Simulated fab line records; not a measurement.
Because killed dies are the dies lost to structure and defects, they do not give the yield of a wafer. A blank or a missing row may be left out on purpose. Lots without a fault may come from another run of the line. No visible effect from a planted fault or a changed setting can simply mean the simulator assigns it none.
One fault through the eyes of 2 desks / flow berkeley cmos170 / what lay behind the numbers comes last; until then each desk has only its own

## THE METROLOGY DESK
What the gauges read for every lot (on any tool): the sampled wafers with a number, averaged. A lot is out of limits, marked OUT, if its mean lies more than 4 standard deviations from the usual mean; the brackets give that distance.
Columns: A = PSD_RS at UCB170_SDANNEAL_RS_MEAS_02, usual 75.59 ohm/sq; B = CONTACT_PSG_THK at UCB170_CONTACT_THK_MEAS_02, usual 699 nm
lot=L734; first seen here=day 8 13:17; A=75.67; B=705
lot=L735; first seen here=day 8 17:31; A=75.38; B=705
lot=L739; first seen here=day 9 03:44; A=76.07; B=702
lot=L738; first seen here=day 9 04:14; A=75.79; B=709
lot=L743; first seen here=day 10 01:28; A=75.60; B=686
lot=L741; first seen here=day 10 01:58; A=75.33; B=699
lot=L740; first seen here=day 10 02:17; A=76.05; B=701
lot=L744; first seen here=day 10 02:27; A=75.48; B=705
lot=L749; first seen here=day 11 07:52; A=75.58; B=703
lot=L751; first seen here=day 11 08:18; A=75.74; B=700
lot=L752; first seen here=day 11 19:01; A=75.53; B=697
lot=L753; first seen here=day 11 19:26; A=75.84; B=706
lot=L755; first seen here=day 12 09:37; A=75.62; B=687
lot=L756; first seen here=day 12 09:58; A=75.46; B=707
lot=L757; first seen here=day 12 21:09; A=75.52; B=686
This desk's finding: nothing out of limits on any of the 15 lots.

## FOR THE TOOL OWNER'S DESK: litho track-02
For each lot that ran on this tool, the mean over its sampled wafers that have a number, from the tool's own readings at UCB170_CONTACT_COAT_09. A lot is out of limits, marked OUT, if its mean lies more than 4 standard deviations from the usual mean; the brackets give that distance.
Columns: A = spin speed rpm at UCB170_CONTACT_COAT_09, usual 2999.6 rpm
lot=L734; first seen here=day 8 17:25; A=3000.3
lot=L738; first seen here=day 9 09:55; A=3001.6
lot=L743; first seen here=day 10 05:23; A=2881.9 (-59) OUT
lot=L741; first seen here=day 10 07:49; A=2883.8 (-58) OUT
lot=L740; first seen here=day 10 08:17; A=2884.4 (-58) OUT
This desk's verdict: out of limits on L740, L741, L743, starting with L743 at day 10 05:23 (spin speed rpm at UCB170_CONTACT_COAT_09). Within limits: L734, L738.

## BROUGHT TOGETHER
The tool owner's desk had the chance to raise an alarm at day 10 05:23 on L740, L741, L743.
Nothing out of limits was seen by the metrology desk.
The metrology desk holds a record of L740, L741, L743, inside its limits.
Of the lots named, all ran UCB170_CONTACT_COAT_09 on litho track-02.

## WHAT THE SIMULATOR HAD INSERTED
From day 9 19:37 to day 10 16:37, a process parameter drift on litho track-02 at UCB170_CONTACT_COAT_09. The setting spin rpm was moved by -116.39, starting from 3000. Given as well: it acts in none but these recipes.
Struck lots among those shown: L740, L741, L743.
How many hours passed from the start of the fault until each desk's first out-of-limits reading: the tool owner's desk, 10.
